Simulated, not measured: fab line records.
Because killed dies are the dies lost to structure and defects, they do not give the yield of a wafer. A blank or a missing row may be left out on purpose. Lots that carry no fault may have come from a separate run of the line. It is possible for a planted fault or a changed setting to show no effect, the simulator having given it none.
fab line records | flow berkeleyCmos170 | part 1 of 2: steps 1 to 36 of 44
record: lots: 6 | wafers: 18 | lastDay: 13
route steps=331 shown V1@260 M2@271 V2@292 M3@331
lots untouched by any fault: they come from a run of this same line in which no faults occurred
startH: hours from the record's first day to the start of the lot's first wafer shown | waitH: hours since the lot's step before | " repeats the value in the row above | L1.1+2: one row covering several wafers at once | - no value, or no start given | * or withheld: withheld | < > ~ a bound
route shown NAME@n: names a module that has steps shown in the file, with the first one's number in the route | usual: average and standard deviation across the fault-free wafers | same: alike in all rows | chamber/n: place in a boat | sites: the reading at each site | _std_site: standard deviation across them | _edge_site: inner sites' mean taken away from outer sites' mean | radiusMm: for every site, how far away it sits from the centre of the wafer | mask NAME#n: copy n | behind: the most recent tool/chamber to have shaped the wafer | hold: what put the lot on hold/how long, in hours/how the hold closed | device: names the non-switching transistor (n, p or np) | end of line: the route-end tests of the same wafers | a step without rows: its recipe alone | killed: count of dies lost to structure and defects at first sort (not the wafer's yield) | map: the dies of a wafer, with x for killed, . for not killed, _ for no die there
set.NAME: setting as actually run; set.NAME@STEP: the setting as run at that earlier step | model.NAME: the simulator's own value behind a step, which no gauge read
a table for each step, a row for each wafer; lots at some steps of the route
services: from which hour (startH, from the record's first day; less than 0 if before it) a tool's chamber was out of use, for how many hours, and why
== steps ==
step: UCB170_V1_HMDS_06
recipe: primeTimeS: 60 | primeTempC: 100
step: UCB170_V1_COAT_07
recipe: resist: KrF | spinRpm: 1500 | resistThkNm: 900
step: UCB170_V1_SOFTBAKE_08
recipe: resist: KrF | tempC: 130 | timeS: 60
step: UCB170_V1_EXPOSE_09
recipe: maskId: VIA1 | targetCdNm: 700 | na: 0.5 | sigmaOuter: 0.6 | sourceShape: conventional | doseMj: 37
step: UCB170_V1_PEB_10
recipe: pebTempC: 130 | pebTimeS: withheld | resist: KrF
step: UCB170_V1_DEVELOP_11
recipe: developer: TMAH | developTimeS: 45 | resist: KrF | devTempC: 21
step: UCB170_V1_CD_MEAS_12
recipe: targetCdNm: 700
usual: cdNm: 699.5/1.3
lot.wafer | tool     | chamber | startH | waitH | cdNm
L285.1    | cdSem-02 | -       | 232.04 | -     | 698.7
L285.3    | "        | -       | "      | "     | 699.3
L285.6    | "        | -       | "      | "     | 699.7
L284.2    | cdSem-02 | -       | 233.30 | -     | 697.9
L284.5    | "        | -       | "      | "     | 699.6
L284.6    | "        | -       | "      | "     | 698.8
L289.1    | cdSem-02 | -       | 249.12 | -     | 697.2
L289.3    | "        | -       | "      | "     | 697.6
L289.5    | "        | -       | "      | "     | 699.4
L294.2    | cdSem-01 | -       | 272.27 | -     | 699.9
L294.5    | "        | -       | "      | "     | 699.8
L294.6    | "        | -       | "      | "     | 700.1
L295.3    | cdSem-02 | -       | 286.66 | -     | 699.9
L295.5    | "        | -       | "      | "     | 699.4
L295.6    | "        | -       | "      | "     | 698.9
L296.3    | cdSem-02 | -       | 290.57 | -     | 698.2
L296.4    | "        | -       | "      | "     | 698.3
L296.6    | "        | -       | "      | "     | 697.0
step: UCB170_V1_OVL_MEAS_13
usual: V1_OVL: -4/4
lot.wafer | tool       | chamber | startH | waitH | V1_OVL[nm]
L285.1    | overlay-02 | -       | 232.16 | 0.1   | -1
L285.3    | "          | -       | "      | "     | -6
L285.6    | "          | -       | "      | "     | 2
L284.2    | overlay-01 | -       | 233.40 | 0.1   | -4
L284.5    | "          | -       | "      | "     | -13
L284.6    | "          | -       | "      | "     | 1
L289.1    | overlay-02 | -       | 249.24 | 0.1   | -8
L289.3    | "          | -       | "      | "     | -3
L289.5    | "          | -       | "      | "     | -2
L294.2    | overlay-02 | -       | 272.37 | 0.1   | -4
L294.5    | "          | -       | "      | "     | -9
L294.6    | "          | -       | "      | "     | -6
L295.3    | overlay-01 | -       | 286.75 | 0.1   | -4
L295.5    | "          | -       | "      | "     | 1
L295.6    | "          | -       | "      | "     | 1
L296.3    | overlay-02 | -       | 290.67 | 0.1   | -3
L296.4    | "          | -       | "      | "     | -4
L296.6    | "          | -       | "      | "     | 0
step: UCB170_V1_ETCH_14
recipe: chemistry: CHF3/CF4/Ar | target: SiO2 | stopOn: Al | CHF3_flow_sccm: 45 | cf4FlowSccm: 15 | Ar_flow_sccm: 150 | pressureMtorr: 200 | rfW: 700 | targetDepthA: 12500 | overEtchFrac: 0.25 | timeS: 291
usual: drypumpMotorCurrentA: 5.6/0.52 | mfcArSccm: 149.9/0.45 | oesProductAu: 0.875/0.01 | throttleValvePct: 6.98/0.11
same: timeS: 291
lot.wafer | tool       | chamber | startH | waitH | drypumpMotorCurrentA | mfcArSccm | oesProductAu | rfHoursCounterH | throttleValvePct
L285.1    | rieDiel-04 | 0       | 232.19 | 0.0   | 5.0                  | 149.7     | 0.867        | 0               | 7.02
L285.3    | "          | 1       | "      | "     | 6.3                  | 150.0     | 0.873        | 120             | 7.12
L285.6    | "          | 3       | "      | "     | 5.6                  | 150.4     | 0.864        | -               | 6.82
L284.2    | rieDiel-01 | 1       | 233.43 | 0.0   | 5.6                  | 150.6     | 0.888        | 98              | 6.82
L284.5    | "          | 1       | "      | "     | 5.6                  | 150.1     | 0.895        | -               | 6.82
L284.6    | "          | 0       | "      | "     | 5.7                  | 150.5     | 0.868        | -               | 6.84
L289.1    | rieDiel-01 | 3       | 249.27 | 0.0   | 4.7                  | 149.7     | 0.891        | 3               | 6.98
L289.3    | "          | 2       | "      | "     | 5.9                  | 149.6     | 0.871        | 64              | 7.09
L289.5    | "          | 0       | "      | "     | 5.7                  | 148.9     | 0.867        | -               | 6.85
L294.2    | rieDiel-01 | 2       | 272.40 | 0.0   | 5.9                  | 149.8     | 0.874        | 64              | 7.08
L294.5    | "          | 0       | "      | "     | 5.7                  | 149.8     | 0.866        | -               | 6.85
L294.6    | "          | 1       | "      | "     | 5.6                  | 149.7     | 0.886        | -               | 6.82
L295.3    | rieDiel-02 | 0       | 286.77 | 0.0   | 6.5                  | 150.2     | 0.882        | 113             | 7.14
L295.5    | "          | 0       | "      | "     | 6.5                  | 150.5     | 0.882        | -               | 7.12
L295.6    | "          | 3       | "      | "     | 6.0                  | 150.1     | 0.883        | -               | 7.04
L296.3    | rieDiel-04 | 1       | 290.69 | 0.0   | 6.4                  | 149.5     | 0.861        | 123             | 7.09
L296.4    | "          | 2       | "      | "     | 5.7                  | 149.5     | 0.886        | 124             | 6.96
L296.6    | "          | 0       | "      | "     | 5.0                  | 149.1     | 0.864        | -               | 7.01
step: UCB170_V1_STRIP_15
recipe: chemistry: O2 | powerW: 400 | pressureMtorr: 3500 | platenTempC: withheld | o2FlowSccm: 400 | overashFraction: 0.5
usual: drypumpMotorCurrentA: 5.8/0.33 | oesProductAu: 0.722/0.0043 | stripTimeToEndpointS: 15.39/0.14
lot.wafer | tool           | chamber | startH | waitH | drypumpMotorCurrentA | oesProductAu | rfHoursCounterH | stripTimeToEndpointS
L285.1    | plasmaAsher-02 | 1       | 232.37 | 0.1   | 5.3                  | 0.717        | 46              | 15.31
L285.3    | "              | 1       | "      | "     | 5.3                  | 0.723        | -               | 15.44
L285.6    | "              | 1       | "      | "     | 5.3                  | 0.721        | -               | 15.37
L284.2    | plasmaAsher-02 | 1       | 233.61 | 0.1   | 5.3                  | 0.717        | 46              | 15.30
L284.5    | "              | 1       | "      | "     | 5.3                  | 0.729        | -               | 15.24
L284.6    | "              | 0       | "      | "     | 5.8                  | 0.722        | -               | 15.39
L289.1    | plasmaAsher-01 | 1       | 249.45 | 0.1   | 5.5                  | 0.719        | 15              | 15.57
L289.3    | "              | 1       | "      | "     | 5.5                  | 0.719        | -               | 15.46
L289.5    | "              | 1       | "      | "     | 5.5                  | 0.732        | -               | 15.43
L294.2    | plasmaAsher-02 | 1       | 272.58 | 0.1   | 5.3                  | 0.712        | 50              | 15.33
L294.5    | "              | 0       | "      | "     | 5.8                  | 0.725        | -               | 15.37
L294.6    | "              | 1       | "      | "     | 5.3                  | 0.718        | -               | 15.21
L295.3    | plasmaAsher-01 | 1       | 286.99 | 0.1   | 5.5                  | 0.718        | -               | 15.53
L295.5    | "              | 1       | "      | "     | 5.5                  | 0.719        | -               | 15.58
L295.6    | "              | 0       | "      | "     | 6.0                  | 0.724        | -               | 15.46
L296.3    | plasmaAsher-02 | 0       | 290.90 | 0.1   | 5.8                  | 0.719        | -               | 15.47
L296.4    | "              | 1       | "      | "     | 5.3                  | 0.717        | -               | 15.55
L296.6    | "              | 1       | "      | "     | 5.3                  | 0.726        | -               | 15.47
step: UCB170_V1_CD_MEAS_90
recipe: targetCdNm: 700
usual: cdNm: 699.2/1.6
lot.wafer | tool     | chamber | startH | waitH | cdNm
L285.1    | cdSem-02 | -       | 232.47 | 0.1   | 699.5
L285.3    | "        | -       | "      | "     | 698.6
L285.6    | "        | -       | "      | "     | 698.6
L284.2    | cdSem-01 | -       | 233.73 | 0.1   | 697.4
L284.5    | "        | -       | "      | "     | 698.3
L284.6    | "        | -       | "      | "     | 699.1
L289.1    | cdSem-01 | -       | 249.55 | 0.1   | 697.8
L289.3    | "        | -       | "      | "     | 696.7
L289.5    | "        | -       | "      | "     | 701.1
L294.2    | cdSem-02 | -       | 272.70 | 0.1   | 698.4
L294.5    | "        | -       | "      | "     | 701.0
L294.6    | "        | -       | "      | "     | 700.2
L295.3    | cdSem-01 | -       | 287.09 | 0.1   | 700.2
L295.5    | "        | -       | "      | "     | 699.4
L295.6    | "        | -       | "      | "     | 697.4
L296.3    | cdSem-01 | -       | 291.01 | 0.1   | 698.7
L296.4    | "        | -       | "      | "     | 698.4
L296.6    | "        | -       | "      | "     | 696.8
step: UCB170_M2_PRE_CLEAN_00
recipe: gas: Ar | precleanEtchTimeS: 60
step: UCB170_M2_SPUTTER_01
recipe: material: Al | targetThkNm: 900 | timeS: 120 | powerW: 6000 | chamberPressurePa: 0.5
usual: chamberPressurePa: 0.4999/0.00099 | throttleValvePct: 30.4/0.96
lot.wafer | tool          | chamber | startH | waitH | chamberPressurePa | throttleValvePct | model.Al_of_M2_SPUTTER_01.thkNm
L285.1    | pvdSputter-04 | -       | 232.66 | 0.0   | 0.5005            | 29.7             | 883.9
L285.3    | "             | -       | "      | "     | 0.5000            | 29.6             | 898.7
L285.6    | "             | -       | "      | "     | 0.4990            | 29.6             | 900.4
L284.2    | pvdSputter-04 | -       | 233.90 | 0.0   | 0.5005            | 29.6             | 883.8
L284.5    | "             | -       | "      | "     | 0.5008            | 29.6             | 889.7
L284.6    | "             | -       | "      | "     | 0.4994            | 29.7             | 897.2
L289.1    | pvdSputter-03 | -       | 249.74 | 0.0   | 0.4978            | 31.0             | 908.7
L289.3    | "             | -       | "      | "     | 0.4996            | 31.3             | 880.7
L289.5    | "             | -       | "      | "     | 0.4978            | 31.2             | 905.6
L294.2    | pvdSputter-04 | -       | 272.87 | 0.0   | 0.4983            | 29.5             | 843.8
L294.5    | "             | -       | "      | "     | 0.4988            | 29.6             | 831.3
L294.6    | "             | -       | "      | "     | 0.5026            | 30.6             | 858.1
L295.3    | pvdSputter-04 | -       | 287.24 | 0.0   | 0.4986            | 29.8             | 862.6
L295.5    | "             | -       | "      | "     | 0.5007            | 29.2             | 861.9
L295.6    | "             | -       | "      | "     | 0.4975            | 29.4             | 857.7
L296.3    | pvdSputter-03 | -       | 291.15 | 0.0   | 0.4997            | 31.3             | 911.4
L296.4    | "             | -       | "      | "     | 0.4993            | 31.0             | 914.4
L296.6    | "             | -       | "      | "     | 0.5006            | 31.1             | 895.4
step: UCB170_M2_RS_MEAS_02
recipe: thkMeasGauge: four-point-probe | reads: Al_of_M2_SPUTTER_01
usual: M2_AL_RS: 0.0322/0.00044
lot.wafer | tool         | chamber | startH | waitH | M2_AL_RS[ohm/sq]
L285.1    | filmMetro-01 | -       | 232.76 | 0.1   | 0.0328
L285.3    | "            | -       | "      | "     | 0.0322
L285.6    | "            | -       | "      | "     | 0.0321
L284.2    | filmMetro-01 | -       | 234.00 | 0.1   | 0.0328
L284.5    | "            | -       | "      | "     | 0.0325
L284.6    | "            | -       | "      | "     | 0.0323
L289.1    | filmMetro-02 | -       | 249.82 | 0.0   | 0.0318
L289.3    | "            | -       | "      | "     | 0.0329
L289.5    | "            | -       | "      | "     | 0.0320
L294.2    | filmMetro-04 | -       | 272.97 | 0.1   | 0.0343
L294.5    | "            | -       | "      | "     | 0.0349
L294.6    | "            | -       | "      | "     | 0.0338
L295.3    | filmMetro-02 | -       | 287.36 | 0.1   | 0.0335
L295.5    | "            | -       | "      | "     | 0.0335
L295.6    | "            | -       | "      | "     | 0.0337
L296.3    | filmMetro-04 | -       | 291.28 | 0.1   | 0.0318
L296.4    | "            | -       | "      | "     | 0.0317
L296.6    | "            | -       | "      | "     | 0.0323
step: UCB170_M2_THK_MEAS_03
recipe: thkMeasGauge: xrf | reads: Al_of_M2_SPUTTER_01
usual: M2_AL_THK: 906/13
lot.wafer | tool         | chamber | startH | waitH | M2_AL_THK[nm]
L285.1    | filmMetro-01 | -       | 232.88 | 0.1   | 888
L285.3    | "            | -       | "      | "     | 907
L285.6    | "            | -       | "      | "     | 907
L284.2    | filmMetro-01 | -       | 234.11 | 0.1   | 892
L284.5    | "            | -       | "      | "     | 893
L284.6    | "            | -       | "      | "     | 903
L289.1    | filmMetro-02 | -       | 249.94 | 0.1   | 917
L289.3    | "            | -       | "      | "     | 894
L289.5    | "            | -       | "      | "     | 919
L294.2    | filmMetro-04 | -       | 273.08 | 0.1   | 847
L294.5    | "            | -       | "      | "     | 840
L294.6    | "            | -       | "      | "     | 871
L295.3    | filmMetro-02 | -       | 287.46 | 0.1   | 871
L295.5    | "            | -       | "      | "     | 866
L295.6    | "            | -       | "      | "     | 866
L296.3    | filmMetro-04 | -       | 291.38 | 0.1   | 919
L296.4    | "            | -       | "      | "     | 919
L296.6    | "            | -       | "      | "     | 898
step: UCB170_M2_HMDS_04
recipe: primeTimeS: 60 | primeTempC: 100
step: UCB170_M2_COAT_05
recipe: resist: KrF | spinRpm: 1500 | resistThkNm: 900
step: UCB170_M2_SOFTBAKE_06
recipe: resist: KrF | tempC: 130 | timeS: 60
step: UCB170_M2_STRIP_07
recipe: chemistry: O2 | powerW: 400 | pressureMtorr: 3500 | platenTempC: withheld | o2FlowSccm: 400 | overashFraction: 0.5
usual: drypumpMotorCurrentA: 5.79/0.25 | oesProductAu: 0.735/0.0048 | stripTimeToEndpointS: 21.99/0.072
lot.wafer | tool           | chamber | startH | waitH | drypumpMotorCurrentA | oesProductAu | rfHoursCounterH | stripTimeToEndpointS
L285.1    | plasmaAsher-03 | 0       | 233.39 | 0.1   | 5.81                 | 0.733        | 53              | 22.14
L285.3    | "              | 1       | "      | "     | 5.54                 | 0.732        | -               | 22.09
L285.6    | "              | 1       | "      | "     | 5.55                 | 0.738        | -               | 22.08
L284.2    | plasmaAsher-01 | 1       | 234.61 | 0.1   | 5.53                 | 0.730        | 13              | 21.96
L284.5    | "              | 1       | "      | "     | 5.52                 | 0.730        | -               | 21.97
L284.6    | "              | 0       | "      | "     | 5.98                 | 0.728        | -               | 21.88
L289.1    | plasmaAsher-03 | 1       | 250.57 | 0.1   | 5.57                 | 0.736        | 55              | 21.97
L289.3    | "              | 0       | "      | "     | 5.78                 | 0.727        | -               | 22.01
L289.5    | "              | 1       | "      | "     | 5.54                 | 0.723        | -               | 21.94
L294.2    | plasmaAsher-01 | 0       | 273.58 | 0.1   | 5.97                 | 0.728        | 18              | 21.90
L294.5    | "              | 1       | "      | "     | 5.53                 | 0.737        | -               | 21.93
L294.6    | "              | 0       | "      | "     | 5.95                 | 0.734        | -               | 21.89
L295.3    | plasmaAsher-04 | 1       | 288.01 | 0.1   | 5.92                 | 0.744        | -               | 22.04
L295.5    | "              | 1       | "      | "     | 5.97                 | 0.738        | -               | 22.07
L295.6    | "              | 0       | "      | "     | 6.28                 | 0.738        | -               | 22.00
L296.3    | plasmaAsher-01 | 0       | 291.90 | 0.1   | 5.98                 | 0.731        | -               | 22.00
L296.4    | "              | 1       | "      | "     | 5.53                 | 0.729        | -               | 21.95
L296.6    | "              | 0       | "      | "     | 5.98                 | 0.735        | -               | 21.93
step: UCB170_M2_STRIP_08
recipe: chemistry: DMSO | tempC: 80 | timeS: 600 | material: KrF
step: UCB170_M2_COAT_09
recipe: resist: BARC | tempC: withheld | timeS: withheld | spinRpm: 3000 | resistThkNm: withheld
step: UCB170_M2_COAT_10
recipe: resist: KrF | spinRpm: 1500 | resistThkNm: 900
step: UCB170_M2_SOFTBAKE_11
recipe: resist: KrF | tempC: 130 | timeS: 60
step: UCB170_M2_EXPOSE_12
recipe: maskId: METAL2 | targetCdNm: 700 | na: 0.5 | sigmaOuter: 0.6 | sourceShape: conventional | doseMj: 26
step: UCB170_M2_PEB_13
recipe: pebTempC: 130 | pebTimeS: withheld | resist: KrF
step: UCB170_M2_DEVELOP_14
recipe: developer: TMAH | developTimeS: 43.67 | resist: KrF | devTempC: 21
step: UCB170_M2_CD_MEAS_15
recipe: targetCdNm: 700
usual: cdNm: 700.6/1.6
lot.wafer | tool     | chamber | startH | waitH | cdNm
L285.1    | cdSem-02 | -       | 234.51 | -     | 701.2
L285.3    | "        | -       | "      | "     | 701.4
L285.6    | "        | -       | "      | "     | 700.6
L284.2    | cdSem-02 | -       | 235.91 | -     | 697.6
L284.5    | "        | -       | "      | "     | 698.2
L284.6    | "        | -       | "      | "     | 698.4
L289.1    | cdSem-01 | -       | 251.98 | -     | 701.0
L289.3    | "        | -       | "      | "     | 700.3
L289.5    | "        | -       | "      | "     | 698.3
L294.2    | cdSem-01 | -       | 274.72 | -     | 699.7
L294.5    | "        | -       | "      | "     | 700.9
L294.6    | "        | -       | "      | "     | 701.7
L295.3    | cdSem-01 | -       | 289.41 | -     | 702.5
L295.5    | "        | -       | "      | "     | 702.9
L295.6    | "        | -       | "      | "     | 701.6
L296.3    | cdSem-01 | -       | 293.37 | -     | 702.1
L296.4    | "        | -       | "      | "     | 701.0
L296.6    | "        | -       | "      | "     | 700.8
step: UCB170_M2_OVL_MEAS_16
usual: M2_OVL: -1/6.3
lot.wafer | tool       | chamber | startH | waitH | M2_OVL[nm]
L285.1    | overlay-02 | -       | 234.63 | 0.1   | -2
L285.3    | "          | -       | "      | "     | 3
L285.6    | "          | -       | "      | "     | -4
L284.2    | overlay-02 | -       | 236.02 | 0.1   | -11
L284.5    | "          | -       | "      | "     | -6
L284.6    | "          | -       | "      | "     | -7
L289.1    | overlay-02 | -       | 252.10 | 0.1   | -6
L289.3    | "          | -       | "      | "     | -13
L289.5    | "          | -       | "      | "     | -1
L294.2    | overlay-02 | -       | 274.82 | 0.1   | -1
L294.5    | "          | -       | "      | "     | 4
L294.6    | "          | -       | "      | "     | 6
L295.3    | overlay-01 | -       | 289.50 | 0.1   | 5
L295.5    | "          | -       | "      | "     | 9
L295.6    | "          | -       | "      | "     | -1
L296.3    | overlay-02 | -       | 293.47 | 0.1   | 13
L296.4    | "          | -       | "      | "     | 5
L296.6    | "          | -       | "      | "     | 6
step: UCB170_M2_ETCH_17
recipe: chemistry: N2/H2 | targetDepthA: withheld | overetchA: withheld | target: BARC | timeS: withheld | sourceW: 500 | biasW: 100 | pressureMtorr: 30 | n2FlowSccm: 100 | h2FlowSccm: 200
usual: drypumpMotorCurrentA: 5.7/0.52 | oesProductAu: 1.004/0.021 | throttleValvePct: 13.33/0.19
lot.wafer | tool       | chamber | startH | waitH | drypumpMotorCurrentA | oesProductAu | throttleValvePct
L285.1    | rieDiel-01 | 2       | 234.67 | 0.0   | 5.9                  | 0.996        | 13.46
L285.3    | "          | 0       | "      | "     | 5.7                  | 0.979        | 13.03
L285.6    | "          | 0       | "      | "     | 5.7                  | 0.984        | 13.04
L284.2    | rieDiel-01 | 2       | 236.05 | 0.0   | 5.9                  | 0.987        | 13.46
L284.5    | "          | 1       | "      | "     | 5.6                  | 1.045        | 13.09
L284.6    | "          | 0       | "      | "     | 5.7                  | 0.981        | 13.03
L289.1    | rieDiel-03 | 3       | 252.13 | 0.0   | 5.6                  | 0.999        | 13.27
L289.3    | "          | 0       | "      | "     | 5.9                  | 0.998        | 13.31
L289.5    | "          | 0       | "      | "     | 5.8                  | 0.995        | 13.30
L294.2    | rieDiel-01 | 1       | 274.85 | 0.0   | 5.6                  | 1.028        | 13.08
L294.5    | "          | 1       | "      | "     | 5.6                  | 1.034        | 13.09
L294.6    | "          | 0       | "      | "     | 5.7                  | 0.987        | 13.03
L295.3    | rieDiel-01 | 1       | 289.53 | 0.0   | 5.6                  | 1.047        | 13.09
L295.5    | "          | 3       | "      | "     | 4.7                  | 1.026        | 13.51
L295.6    | "          | 2       | "      | "     | 5.9                  | 0.996        | 13.45
L296.3    | rieDiel-02 | 0       | 293.49 | 0.0   | 6.5                  | 0.993        | 13.68
L296.4    | "          | 1       | "      | "     | 4.9                  | 0.982        | 13.44
L296.6    | "          | 1       | "      | "     | 4.9                  | 0.967        | 13.42
step: UCB170_M2_METAL_ETCH_18
recipe: chemistry: Cl2/BCl3 | target: Al | stopOn: SiO2 | pressureMtorr: 12 | targetDepthA: 11700 | overEtchFrac: 0.3 | timeS: 195 | icpW: 600 | biasW: 120 | Cl2_flow_sccm: 90 | bcl3FlowSccm: 45
usual: drypumpMotorCurrentA: 5.8/0.39 | oesProductAu: 0.851/0.017 | throttleValvePct: 24.3/0.32
same: timeS: 195
lot.wafer | tool        | chamber | startH | waitH | drypumpMotorCurrentA | oesProductAu | rfHoursCounterH | throttleValvePct | model.etch.depthNm | model.M2.featureDepthNm
L285.1    | rieMetal-04 | 1       | 234.71 | -     | 5.7                  | 0.824        | 4               | 24.1             | 883.9              | 942.9
L285.3    | "           | 0       | "      | "     | 5.8                  | 0.849        | -               | 24.0             | 898.7              | 954.5
L285.6    | "           | 1       | "      | "     | 5.7                  | 0.823        | -               | 24.1             | 900.4              | 959.5
L284.2    | rieMetal-01 | 0       | 236.09 | -     | 5.7                  | 0.844        | 11              | 24.7             | 883.8              | 941.2
L284.5    | "           | 1       | "      | "     | 6.0                  | 0.841        | -               | 24.0             | 889.7              | 945.7
L284.6    | "           | 0       | "      | "     | 5.7                  | 0.866        | -               | 24.7             | 897.2              | 954.4
L289.1    | rieMetal-04 | 0       | 252.17 | -     | 5.8                  | 0.857        | 13              | 24.0             | 908.7              | 964.4
L289.3    | "           | 0       | "      | "     | 5.8                  | 0.838        | -               | 24.0             | 880.7              | 936.6
L289.5    | "           | 1       | "      | "     | 5.6                  | 0.841        | -               | 24.0             | 905.6              | 965
L294.2    | rieMetal-01 | 1       | 274.90 | -     | 6.0                  | 0.822        | 3               | 24.0             | 843.8              | 899.3
L294.5    | "           | 0       | "      | "     | 5.7                  | 0.816        | -               | 24.8             | 831.3              | 888
L294.6    | "           | 1       | "      | "     | 6.0                  | 0.826        | -               | 24.0             | 858.1              | 913.8
L295.3    | rieMetal-01 | 1       | 289.65 | -     | 6.0                  | 0.818        | -               | 24.0             | 862.6              | 917.7
L295.5    | "           | 0       | "      | "     | 5.7                  | 0.836        | -               | 24.8             | 861.9              | 919
L295.6    | "           | 1       | "      | "     | 6.0                  | 0.819        | -               | 24.0             | 857.7              | 912.9
L296.3    | rieMetal-04 | 1       | 293.59 | -     | 5.7                  | 0.834        | -               | 24.0             | 911.4              | 969.7
L296.4    | "           | 0       | "      | "     | 5.7                  | 0.864        | -               | 24.0             | 914.4              | 968.9
L296.6    | "           | 1       | "      | "     | 5.6                  | 0.831        | -               | 24.0             | 895.4              | 953.5
step: UCB170_M2_STRIP_19
recipe: chemistry: O2 | powerW: 400 | pressureMtorr: 3500 | platenTempC: withheld | o2FlowSccm: 400 | overashFraction: 0.5
step: UCB170_M2_CD_MEAS_90
recipe: targetCdNm: 700
usual: cdNm: 703/5.3
lot.wafer | tool     | chamber | startH | waitH | cdNm
L285.1    | cdSem-01 | -       | 235.00 | 0.1   | 699
L285.3    | "        | -       | "      | "     | 703
L285.6    | "        | -       | "      | "     | 694
L284.2    | cdSem-01 | -       | 236.40 | 0.1   | 695
L284.5    | "        | -       | "      | "     | 704
L284.6    | "        | -       | "      | "     | 691
L289.1    | cdSem-01 | -       | 252.46 | 0.1   | 701
L289.3    | "        | -       | "      | "     | 703
L289.5    | "        | -       | "      | "     | 694
L294.2    | cdSem-02 | -       | 275.20 | 0.1   | 704
L294.5    | "        | -       | "      | "     | 704
L294.6    | "        | -       | "      | "     | 706
L295.3    | cdSem-01 | -       | 289.96 | 0.1   | 708
L295.5    | "        | -       | "      | "     | 708
L295.6    | "        | -       | "      | "     | 708
L296.3    | cdSem-01 | -       | 293.86 | 0.1   | 694
L296.4    | "        | -       | "      | "     | 704
L296.6    | "        | -       | "      | "     | 696
step: UCB170_V2_CVD_00
recipe: material: SiO2 | targetThkNm: 2000 | tempC: 390 | precursor: TEOS/O2 | timeS: 250 | rfW: 550 | pressureMtorr: 9000
usual: heaterPowerW: 280/58
same: timeS: 250
lot.wafer | tool     | chamber | startH | waitH | heaterPowerW
L285.1    | pecvd-01 | 1       | 235.12 | 0.1   | 315
L285.3    | "        | 0       | "      | "     | 285
L285.6    | "        | 0       | "      | "     | 203
L284.2    | pecvd-02 | 2       | 236.50 | 0.1   | 174
L284.5    | "        | 2       | "      | "     | 231
L284.6    | "        | 0       | "      | "     | 270
L289.1    | pecvd-03 | 0       | 252.58 | 0.1   | 305
L289.3    | "        | 2       | "      | "     | 332
L289.5    | "        | 2       | "      | "     | 246
L294.2    | pecvd-01 | 1       | 275.30 | 0.1   | 332
L294.5    | "        | 2       | "      | "     | 233
L294.6    | "        | 0       | "      | "     | 206
L295.3    | pecvd-01 | 0       | 290.04 | 0.1   | 294
L295.5    | "        | 1       | "      | "     | 244
L295.6    | "        | 2       | "      | "     | 246
L296.3    | pecvd-03 | 2       | 293.94 | 0.1   | 261
L296.4    | "        | 1       | "      | "     | 317
L296.6    | "        | 0       | "      | "     | 214
step: UCB170_V2_THK_MEAS_01
recipe: reads: SiO2_of_V2_CVD_00
usual: V2_TEOS_THK: 1999/26
lot.wafer | tool         | chamber | startH | waitH | V2_TEOS_THK[nm]
L285.1    | filmMetro-03 | -       | 235.27 | 0.1   | 1992
L285.3    | "            | -       | "      | "     | 1998
L285.6    | "            | -       | "      | "     | 2015
L284.2    | filmMetro-03 | -       | 236.66 | 0.1   | 1978
L284.5    | "            | -       | "      | "     | 2026
L284.6    | "            | -       | "      | "     | 2005
L289.1    | filmMetro-01 | -       | 252.74 | 0.1   | 2027
L289.3    | "            | -       | "      | "     | 1998
L289.5    | "            | -       | "      | "     | 2009
L294.2    | filmMetro-03 | -       | 275.47 | 0.1   | 2029
L294.5    | "            | -       | "      | "     | 2029
L294.6    | "            | -       | "      | "     | 2025
L295.3    | filmMetro-01 | -       | 290.22 | 0.1   | 1972
L295.5    | "            | -       | "      | "     | 2026
L295.6    | "            | -       | "      | "     | 1998
L296.3    | filmMetro-03 | -       | 294.12 | 0.1   | 1952
L296.4    | "            | -       | "      | "     | 1978
L296.6    | "            | -       | "      | "     | 1998
step: UCB170_V2_CMP_02
recipe: material: SiO2 | downForcePsi: 6 | platenRpm: 60 | padVelocityMS: 0.75398
step: UCB170_V2_BOW_MEAS_03
recipe: mode: bow
usual: V2_BOW: 36/7.2
lot.wafer | tool         | chamber | startH | waitH | V2_BOW[um]
L285.1    | filmMetro-01 | -       | 235.81 | 0.1   | 39
L285.3    | "            | -       | "      | "     | 34
L285.6    | "            | -       | "      | "     | 33
L284.2    | filmMetro-01 | -       | 237.03 | 0.1   | 28
L284.5    | "            | -       | "      | "     | 47
L284.6    | "            | -       | "      | "     | 31
L289.1    | filmMetro-04 | -       | 253.10 | 0.1   | 36
L289.3    | "            | -       | "      | "     | 34
L289.5    | "            | -       | "      | "     | 35
L294.2    | filmMetro-01 | -       | 275.84 | 0.1   | 30
L294.5    | "            | -       | "      | "     | 42
L294.6    | "            | -       | "      | "     | 36
L295.3    | filmMetro-03 | -       | 290.60 | 0.1   | 35
L295.5    | "            | -       | "      | "     | 42
L295.6    | "            | -       | "      | "     | 52
L296.3    | filmMetro-01 | -       | 294.50 | 0.2   | 37
L296.4    | "            | -       | "      | "     | 35
L296.6    | "            | -       | "      | "     | 42
== key ==
firstSign: step: UCB170_M2_RS_MEAS_02 | reading: M2_AL_RS | direction: up | sigmas: 4 | usual: 0.0322 | struck: 0.0340
effect none on later readings
modelEffect: step: UCB170_M2_SPUTTER_01 | value: Al_of_M2_SPUTTER_01.thkNm | without: 876.8 | struck: 852.6
modelEffect: step: UCB170_M2_METAL_ETCH_18 | value: etch.depthNm | without: 876.8 | struck: 852.6
modelEffect: step: UCB170_V2_ETCH_14 | value: Al_of_M2_SPUTTER_01.thkNm | without: 876.5 | struck: 852.3
metAt UCB170_M2_SPUTTER_01
struckWafers L294.2,L294.5,L294.6,L295.3,L295.5,L295.6
onsetBetween 233.90 272.87
fault: kind: processParameterDrift | tool: pvdSputter-04 | chamber: - | onsetH: 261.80 | steps: UCB170_M2_SPUTTER_01 | channel: targetThkNm | offset: -24.2 | shape: step | endH: 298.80 | actsIn: theseRecipesOnly | stated: 900
